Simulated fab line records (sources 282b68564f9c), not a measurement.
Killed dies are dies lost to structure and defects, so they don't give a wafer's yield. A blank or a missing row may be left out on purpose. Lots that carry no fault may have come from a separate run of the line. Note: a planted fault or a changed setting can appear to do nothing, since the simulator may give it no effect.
fab line records ; flow rit_cmos
record lots=13; wafers=39; last_day=8
route steps=202 shown PWELL@42 M1@184
lots that met no fault: taken from a fault-free run of the same line
start_h: hours from the record's opening day to when the first of the lot's shown wafers began ; wait_h: hours since the lot's step before ; " unchanged from the row above ; L1.1+2: one row covering several wafers at once ; - no value, or no start given ; * or withheld: withheld ; < > ~ a bound
route shown NAME@n: a module of which the file shows steps, and the number in the route of the first ; usual: mean/standard deviation of fault-free wafers ; same: alike in all rows ; chamber/n: place in a boat ; sites: readings site by site ; _std_site: standard deviation of those values ; _edge_site: mean of outer sites minus mean of inner sites ; radius_mm: for every site, how far away it sits from the centre of the wafer ; mask NAME#n: copy n ; behind: the tool/chamber that last shaped the wafer ; hold: cause of the lot's hold/its duration in hours/its outcome ; device: whichever transistor did not switch (one of n, p or np) ; end of line: the route-end tests of the same wafers ; step lacking rows: just its recipe ; killed: not the wafer's yield, but the dies lost to structure and defects at the first sort ; map: per-die view of a wafer (x killed, . not killed, _ where there is no die)
set.NAME: the setting that was run; set.NAME@STEP: the one run at that earlier step ; model.NAME: the simulator's own value behind a step, which no gauge read
a sample of lots followed through the steps of the route, with each step as a table and each wafer as a row
services: a tool's chamber out of use, with start hour (start_h, from the record's first day; less than 0 if before it), hours out, and reason
## steps
# step RIT_PWELL_EXPOSE_03
# recipe mask_id=M3; na=0.57; target_cd_nm=43700; dose_mj=250
lot.wafer;tool;chamber;start_h;wait_h;mask
L769.4+5+6;iline_stepper-01;0;25.61;0.2;M3#0
L772.2+3+6;iline_stepper-02;0;37.92;0.1;M3#0
L773.1+4+5;iline_stepper-01;0;43.48;0.2;M3#0
L775.3+4+5;iline_stepper-02;0;53.79;0.1;M2#0
L777.1+5+6;iline_stepper-01;0;63.27;0.2;M3#0
L784.1+2+5;iline_stepper-02;0;98.67;0.2;M3#0
L786.3+4+6;iline_stepper-02;0;109.68;0.2;M3#0
L787.3+4+6;iline_stepper-01;0;112.84;0.2;M3#0
L788.2+3+4;iline_stepper-02;0;117.77;0.3;M3#0
L789.2+3+4;iline_stepper-02;0;123.43;0.1;M3#0
L790.1+3+6;iline_stepper-02;0;133.87;0.1;M3#0
L791.1+4+5;iline_stepper-01;0;134.30;0.2;M3#0
L792.2+3+4;iline_stepper-02;0;150.73;0.2;M3#0
# step RIT_PWELL_OVL_MEAS_06
# usual PWELL_OVL=-0.7/1.3
lot.wafer;tool;chamber;start_h;wait_h;PWELL_OVL[nm]
L769.4;overlay-01;-;26.00;-;0.6
L769.5;overlay-01;-;26.00;-;-0.5
L769.6;overlay-01;-;26.00;-;-0.1
L772.2;overlay-02;-;38.33;-;-3.2
L772.3;overlay-02;-;38.33;-;-1.9
L772.6;overlay-02;-;38.33;-;-0.3
L773.1;overlay-01;-;43.91;-;1.4
L773.4;overlay-01;-;43.91;-;0.2
L773.5;overlay-01;-;43.91;-;0.3
L775.3;overlay-01;-;54.20;-;-
L775.4;overlay-01;-;54.20;-;-
L775.5;overlay-01;-;54.20;-;-
L777.1;overlay-01;-;63.70;-;0.6
L777.5;overlay-01;-;63.70;-;0.8
L777.6;overlay-01;-;63.70;-;-0.9
L784.1;overlay-01;-;99.10;-;-1.3
L784.2;overlay-01;-;99.10;-;-0.9
L784.5;overlay-01;-;99.10;-;-2.2
L786.3;overlay-01;-;110.08;-;2.6
L786.4;overlay-01;-;110.08;-;0.2
L786.6;overlay-01;-;110.08;-;-0.3
L787.3;overlay-01;-;113.31;-;0.2
L787.4;overlay-01;-;113.31;-;-1.1
L787.6;overlay-01;-;113.31;-;-0.3
L788.2;overlay-02;-;118.34;-;-0.8
L788.3;overlay-02;-;118.34;-;0.2
L788.4;overlay-02;-;118.34;-;-2.1
L789.2;overlay-02;-;123.85;-;-1.3
L789.3;overlay-02;-;123.85;-;0.4
L789.4;overlay-02;-;123.85;-;-2.3
L790.1;overlay-02;-;134.30;-;-1.2
L790.3;overlay-02;-;134.30;-;-1.1
L790.6;overlay-02;-;134.30;-;-1.4
L791.1;overlay-01;-;134.73;-;0.0
L791.4;overlay-01;-;134.73;-;1.1
L791.5;overlay-01;-;134.73;-;0.9
L792.2;overlay-01;-;151.15;-;-2.7
L792.3;overlay-01;-;151.15;-;-1.9
L792.4;overlay-01;-;151.15;-;-2.8
# step RIT_PWELL_TW_MEAS_10
# usual PWELL_TW=955/6.1
lot.wafer;tool;chamber;start_h;wait_h;PWELL_TW
L769.4;film_metro-03;-;26.62;0.1;951
L769.5;film_metro-03;-;26.62;0.1;952
L769.6;film_metro-03;-;26.62;0.1;955
L772.2;film_metro-03;-;38.97;0.1;948
L772.3;film_metro-03;-;38.97;0.1;950
L772.6;film_metro-03;-;38.97;0.1;957
L773.1;film_metro-01;-;44.52;0.1;951
L773.4;film_metro-01;-;44.52;0.1;952
L773.5;film_metro-01;-;44.52;0.1;957
L775.3;film_metro-01;-;54.82;0.1;30
L775.4;film_metro-01;-;54.82;0.1;30
L775.5;film_metro-01;-;54.82;0.1;30
L777.1;film_metro-04;-;64.31;0.1;964
L777.5;film_metro-04;-;64.31;0.1;965
L777.6;film_metro-04;-;64.31;0.1;967
L784.1;film_metro-03;-;99.71;0.1;952
L784.2;film_metro-03;-;99.71;0.1;950
L784.5;film_metro-03;-;99.71;0.1;948
L786.3;film_metro-03;-;110.70;0.1;955
L786.4;film_metro-03;-;110.70;0.1;955
L786.6;film_metro-03;-;110.70;0.1;958
L787.3;film_metro-04;-;113.93;0.1;957
L787.4;film_metro-04;-;113.93;0.1;962
L787.6;film_metro-04;-;113.93;0.1;953
L788.2;film_metro-04;-;119.17;0.1;964
L788.3;film_metro-04;-;119.17;0.1;965
L788.4;film_metro-04;-;119.17;0.1;967
L789.2;film_metro-01;-;124.46;0.1;956
L789.3;film_metro-01;-;124.46;0.1;957
L789.4;film_metro-01;-;124.46;0.1;952
L790.1;film_metro-01;-;134.91;0.1;955
L790.3;film_metro-01;-;134.91;0.1;955
L790.6;film_metro-01;-;134.91;0.1;955
L791.1;film_metro-01;-;135.34;0.1;949
L791.4;film_metro-01;-;135.34;0.1;954
L791.5;film_metro-01;-;135.34;0.1;953
L792.2;film_metro-03;-;151.76;0.1;957
L792.3;film_metro-03;-;151.76;0.1;961
L792.4;film_metro-03;-;151.76;0.1;964
# step RIT_M1_SPUTTER_00
# recipe material=Al; target_thk_nm=400; power_w=2000; chamber_pressure_pa=0.4; gas=Ar; time_s=500; substrate_temp_c=25
# usual throttle_valve_pct=29.7/1.2
lot.wafer;tool;chamber;start_h;wait_h;throttle_valve_pct
L769.4;pvd_sputter-01;-;57.38;0.0;32.0
L769.5;pvd_sputter-01;-;57.38;0.0;29.9
L769.6;pvd_sputter-01;-;57.38;0.0;27.9
L772.2;pvd_sputter-04;-;70.00;0.0;29.0
L772.3;pvd_sputter-04;-;70.00;0.0;30.5
L772.6;pvd_sputter-04;-;70.00;0.0;29.0
L773.1;pvd_sputter-02;-;73.78;0.0;28.9
L773.4;pvd_sputter-02;-;73.78;0.0;30.6
L773.5;pvd_sputter-02;-;73.78;0.0;28.4
L775.3;pvd_sputter-02;-;85.53;0.0;28.2
L775.4;pvd_sputter-02;-;85.53;0.0;30.9
L775.5;pvd_sputter-02;-;85.53;0.0;30.5
L777.1;pvd_sputter-01;-;94.97;0.0;27.7
L777.5;pvd_sputter-01;-;94.97;0.0;28.0
L777.6;pvd_sputter-01;-;94.97;0.0;32.2
L784.1;pvd_sputter-04;-;129.99;0.0;30.6
L784.2;pvd_sputter-04;-;129.99;0.0;28.9
L784.5;pvd_sputter-04;-;129.99;0.0;30.8
L786.3;pvd_sputter-04;-;150.45;0.0;30.7
L786.4;pvd_sputter-04;-;150.45;0.0;30.9
L786.6;pvd_sputter-04;-;150.45;0.0;28.7
L787.3;pvd_sputter-01;-;150.70;0.0;27.9
L787.4;pvd_sputter-01;-;150.70;0.0;28.0
L787.6;pvd_sputter-01;-;150.70;0.0;29.4
L788.2;pvd_sputter-04;-;163.85;0.0;28.9
L788.3;pvd_sputter-04;-;163.85;0.0;30.4
L788.4;pvd_sputter-04;-;163.85;0.0;30.7
L789.2;pvd_sputter-02;-;174.59;0.0;28.9
L789.3;pvd_sputter-02;-;174.59;0.0;28.2
L789.4;pvd_sputter-02;-;174.59;0.0;29.2
L790.1;pvd_sputter-04;-;185.20;0.0;30.9
L790.3;pvd_sputter-04;-;185.20;0.0;30.4
L790.6;pvd_sputter-04;-;185.20;0.0;30.6
L791.1;pvd_sputter-02;-;187.20;0.0;30.7
L791.4;pvd_sputter-02;-;187.20;0.0;29.0
L791.5;pvd_sputter-02;-;187.20;0.0;30.7
L792.2;pvd_sputter-01;-;196.49;0.0;27.8
L792.3;pvd_sputter-01;-;196.49;0.0;29.5
L792.4;pvd_sputter-01;-;196.49;0.0;32.0
# step RIT_M1_OVL_MEAS_10
# usual M1_OVL=0.9/1.4
lot.wafer;tool;chamber;start_h;wait_h;M1_OVL[nm]
L769.4;overlay-02;-;58.91;0.1;1.4
L769.5;overlay-02;-;58.91;0.1;0.6
L769.6;overlay-02;-;58.91;0.1;2.3
L772.2;overlay-01;-;71.48;0.1;1.4
L772.3;overlay-01;-;71.48;0.1;0.6
L772.6;overlay-01;-;71.48;0.1;0.0
L773.1;overlay-01;-;75.26;0.1;1.1
L773.4;overlay-01;-;75.26;0.1;0.6
L773.5;overlay-01;-;75.26;0.1;0.3
L775.3;overlay-02;-;87.19;0.1;-0.4
L775.4;overlay-02;-;87.19;0.1;-0.2
L775.5;overlay-02;-;87.19;0.1;1.2
L777.1;overlay-02;-;96.68;0.1;1.9
L777.5;overlay-02;-;96.68;0.1;2.7
L777.6;overlay-02;-;96.68;0.1;1.9
L784.1;overlay-02;-;131.46;0.1;1.0
L784.2;overlay-02;-;131.46;0.1;1.2
L784.5;overlay-02;-;131.46;0.1;0.8
L786.3;overlay-01;-;152.06;0.1;0.3
L786.4;overlay-01;-;152.06;0.1;1.2
L786.6;overlay-01;-;152.06;0.1;1.6
L787.3;overlay-01;-;152.32;0.1;1.6
L787.4;overlay-01;-;152.32;0.1;3.3
L787.6;overlay-01;-;152.32;0.1;1.0
L788.2;overlay-02;-;165.50;0.1;1.4
L788.3;overlay-02;-;165.50;0.1;1.3
L788.4;overlay-02;-;165.50;0.1;-0.3
L789.2;overlay-01;-;176.08;0.1;0.3
L789.3;overlay-01;-;176.08;0.1;0.1
L789.4;overlay-01;-;176.08;0.1;0.8
L790.1;overlay-01;-;186.80;0.1;-1.8
L790.3;overlay-01;-;186.80;0.1;-0.2
L790.6;overlay-01;-;186.80;0.1;-1.1
L791.1;overlay-02;-;188.80;0.1;0.8
L791.4;overlay-02;-;188.80;0.1;1.2
L791.5;overlay-02;-;188.80;0.1;1.1
L792.2;overlay-02;-;198.09;0.1;-0.8
L792.3;overlay-02;-;198.09;0.1;0.3
L792.4;overlay-02;-;198.09;0.1;-0.9
# step RIT_M1_STRIP_14
# recipe chemistry=O2; time_s=180; platen_temp_c=withheld; power_w=500; pressure_mtorr=4000; o2_flow_sccm=4000
# usual drypump_motor_current_A=5.7/0.47
lot.wafer;tool;chamber;start_h;wait_h;drypump_motor_current_A;rf_hours_counter_h
L769.4;plasma_asher-04;1;59.59;0.1;5.4;-
L769.5;plasma_asher-04;1;59.59;0.1;5.4;-
L769.6;plasma_asher-04;0;59.59;0.1;5.2;-
L772.2;plasma_asher-03;1;72.11;0.0;6.0;41
L772.3;plasma_asher-03;0;72.11;0.0;6.2;-
L772.6;plasma_asher-03;0;72.11;0.0;6.2;-
L773.1;plasma_asher-04;1;75.88;0.0;5.4;31
L773.4;plasma_asher-04;1;75.88;0.0;5.3;-
L773.5;plasma_asher-04;1;75.88;0.0;5.4;-
L775.3;plasma_asher-02;1;88.04;0.1;5.4;-
L775.4;plasma_asher-02;0;88.04;0.1;6.4;-
L775.5;plasma_asher-02;0;88.04;0.1;6.4;-
L777.1;plasma_asher-02;1;97.43;0.0;5.4;48
L777.5;plasma_asher-02;1;97.43;0.0;5.4;-
L777.6;plasma_asher-02;0;97.43;0.0;6.4;-
L784.1;plasma_asher-03;0;132.08;0.0;6.2;47
L784.2;plasma_asher-03;1;132.08;0.0;6.1;47
L784.5;plasma_asher-03;1;132.08;0.0;6.1;-
L786.3;plasma_asher-02;1;152.91;0.1;5.4;-
L786.4;plasma_asher-02;0;152.91;0.1;6.4;-
L786.6;plasma_asher-02;1;152.91;0.1;5.4;-
L787.3;plasma_asher-03;0;152.99;0.1;6.2;-
L787.4;plasma_asher-03;1;152.99;0.1;6.1;-
L787.6;plasma_asher-03;0;152.99;0.1;6.2;-
L788.2;plasma_asher-03;1;166.14;0.0;6.0;49
L788.3;plasma_asher-03;0;166.14;0.0;6.2;-
L788.4;plasma_asher-03;1;166.14;0.0;6.0;-
L789.2;plasma_asher-02;1;176.69;0.0;5.4;4
L789.3;plasma_asher-02;0;176.69;0.0;6.4;-
L789.4;plasma_asher-02;1;176.69;0.0;5.4;-
L790.1;plasma_asher-04;1;187.42;0.0;5.3;41
L790.3;plasma_asher-04;1;187.42;0.0;5.3;-
L790.6;plasma_asher-04;1;187.42;0.0;5.4;-
L791.1;plasma_asher-02;0;189.43;0.0;6.4;6
L791.4;plasma_asher-02;1;189.43;0.0;5.4;-
L791.5;plasma_asher-02;1;189.43;0.0;5.4;-
L792.2;plasma_asher-04;0;198.71;0.0;5.2;42
L792.3;plasma_asher-04;0;198.71;0.0;5.2;-
L792.4;plasma_asher-04;1;198.71;0.0;5.3;-
# step RIT_M1_PROBE_99
# usual killed_at_contacts=0.1/0.25; killed_at_front_end=7/3.3; killed_dies=7/3.2; killed_on_rim=1.9/1.5; killed_open=3.6/2.2; killed_short=3.5/2
# same gross_dies=264; killed_at_M0_to_M3=0; killed_at_M4_up=0; killed_at_back_side=0; killed_at_other=0
lot.wafer;tool;chamber;start_h;wait_h;killed_at_contacts;killed_at_front_end;killed_dies;killed_on_rim;killed_open;killed_short
L769.4;prober-02;-;61.60;0.2;0;8;8;1;6;2
L769.5;prober-02;-;61.65;0.2;0;8;8;3;4;4
L769.6;prober-02;-;61.70;0.2;0;8;8;2;5;3
L772.2;prober-01;-;74.08;0.1;0;4;4;1;1;3
L772.3;prober-01;-;74.13;0.2;0;5;5;2;3;2
L772.6;prober-01;-;74.28;0.2;0;7;7;0;3;4
L775.3;prober-02;-;90.00;0.2;0;264;264;70;4;0
L775.4;prober-02;-;90.05;0.2;0;264;264;70;4;4
L775.5;prober-02;-;90.10;0.2;1;263;264;70;3;4
L789.2;prober-02;-;178.66;0.1;0;9;9;0;3;6
L789.3;prober-02;-;178.71;0.2;0;13;13;2;7;6
L789.4;prober-02;-;178.76;0.2;0;6;6;1;2;4
L791.1;prober-02;-;191.34;0.1;0;10;10;3;6;3
L791.4;prober-02;-;191.49;0.2;0;5;5;2;2;3
L791.5;prober-02;-;191.54;0.2;0;8;8;2;3;5
# killed by level:class
L769.4 FOX2:geometric_particle:open=3 SPACER:geometric_particle:open=2 FOX1:geometric_particle:short=1 FOX1:geometric_particle:open=1 FOX2:geometric_particle:short=1
L769.5 REOX:geometric_particle:short=2 REOX:geometric_particle:open=2 FOX2:geometric_particle:short=1 GATE:geometric_particle:short=1 SPACER:geometric_particle:open=1 SILICIDE:geometric_particle:open=1
L769.6 FOX2:geometric_particle:short=2 GATE:geometric_particle:open=2 FOX2:geometric_particle:open=1 GATE:geometric_particle:short=1 REOX:geometric_particle:open=1 SPACER:geometric_particle:open=1
L772.2 REOX:geometric_particle:short=2 GATE:geometric_particle:short=1 GATE:geometric_particle:open=1
L772.3 SILICIDE:geometric_particle:open=2 FOX1:geometric_particle:open=1 GATE:geometric_particle:short=1 SILICIDE:geometric_particle:short=1
L772.6 GATE:geometric_particle:short=2 FOX1:geometric_particle:short=1 GATE:geometric_particle:open=1 REOX:geometric_particle:short=1 REOX:geometric_particle:open=1 SILICIDE:geometric_particle:open=1
L775.3 PWELL:area_expose=260 GATE:geometric_particle:open=2 FOX1:geometric_particle:open=1 REOX:geometric_particle:open=1
L775.4 PWELL:area_expose=256 FOX1:geometric_particle:short=2 GATE:geometric_particle:open=2 GATE:geometric_particle:short=1 REOX:geometric_particle:short=1 REOX:geometric_particle:open=1 SILICIDE:geometric_particle:open=1
L775.5 PWELL:area_expose=257 REOX:geometric_particle:open=2 GATE:geometric_particle:open=1 GATE:geometric_particle:short=1 REOX:geometric_particle:short=1 SILICIDE:geometric_particle:short=1 CONTACT:geometric_particle:short=1
L789.2 GATE:geometric_particle:short=3 SILICIDE:geometric_particle:short=2 FOX1:geometric_particle:open=1 REOX:geometric_particle:short=1 SPACER:geometric_particle:open=1 SILICIDE:geometric_particle:open=1
L789.3 GATE:geometric_particle:short=3 FOX1:geometric_particle:open=2 SPACER:geometric_particle:open=2 SILICIDE:geometric_particle:open=2 FOX1:geometric_particle:short=1 GATE:geometric_particle:open=1 SPACER:geometric_particle:short=1 SILICIDE:geometric_particle:short=1
L789.4 FOX1:geometric_particle:short=2 GATE:geometric_particle:open=2 GATE:geometric_particle:short=1 REOX:geometric_particle:short=1
L791.1 GATE:geometric_particle:open=4 GATE:geometric_particle:short=2 FOX1:geometric_particle:short=1 REOX:geometric_particle:open=1 SPACER:geometric_particle:open=1 NWELL:coat_microbubble_printed=1
L791.4 FOX2:geometric_particle:open=2 GATE:geometric_particle:short=2 REOX:geometric_particle:short=1
L791.5 GATE:geometric_particle:short=2 FOX1:geometric_particle:open=1 FOX1:geometric_particle:short=1 FOX2:geometric_particle:short=1 REOX:geometric_particle:short=1 REOX:geometric_particle:open=1 SILICIDE:geometric_particle:open=1
## services
tool;chamber;start_h;hours;kind
iline_stepper-02;0;8.42;-;calibration
plasma_asher-03;-;41.29;28.1;pm
plasma_asher-02;-;57.74;2.3;repair
pvd_sputter-01;-;65.23;1.4;repair
iline_stepper-02;-;66.17;2.1;pm
iline_stepper-02;-;68.25;-;consumable_replace:lamp
iline_stepper-01;-;83.48;1.7;pm
iline_stepper-02;-;99.51;1.7;pm
plasma_asher-03;-;102.36;0.6;repair
plasma_asher-02;-;108.75;9.0;pm
plasma_asher-02;0;108.75;9.0;vent_cycle
plasma_asher-02;1;108.75;9.0;vent_cycle
plasma_asher-02;0;117.75;-;clean
plasma_asher-02;1;117.75;-;clean
plasma_asher-04;-;142.29;2.6;repair
pvd_sputter-01;-;173.69;9.4;repair
## key
first_sign step=RIT_PWELL_EXPOSE_03; reading=mask; direction=changed
effect step=RIT_PWELL_OVL_MEAS_06; reading=PWELL_OVL; direction=missing
effect step=RIT_PWELL_TW_MEAS_10; reading=PWELL_TW; direction=down; sigmas=99+; usual=955; struck=30
effect step=RIT_M1_PROBE_99; reading=killed_dies; direction=up; sigmas=79; usual=7; struck=264
more_kills_born_at RIT_PWELL_EXPOSE_03@iline_stepper-02=773
met_at RIT_PWELL_EXPOSE_03
struck_lots L775
tester_left_out L775
not_acting_at RIT_M1_SPUTTER_00,RIT_M1_OVL_MEAS_10,RIT_M1_STRIP_14
onset_between 37.92 53.79
fault kind=wrong_mask; tool=any; chamber=-; onset_h=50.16; steps=RIT_PWELL_EXPOSE_03; aux_copy=M2#0; scope=struck_lots_only
# tester_left_out: of these lots the tester's yield and bins aren't shown, on N5 and GAA mostly nor the transistor test; their killed dies are dies lost to structure and defects alone, not to doping, threshold or leakage, so they don't give the yield
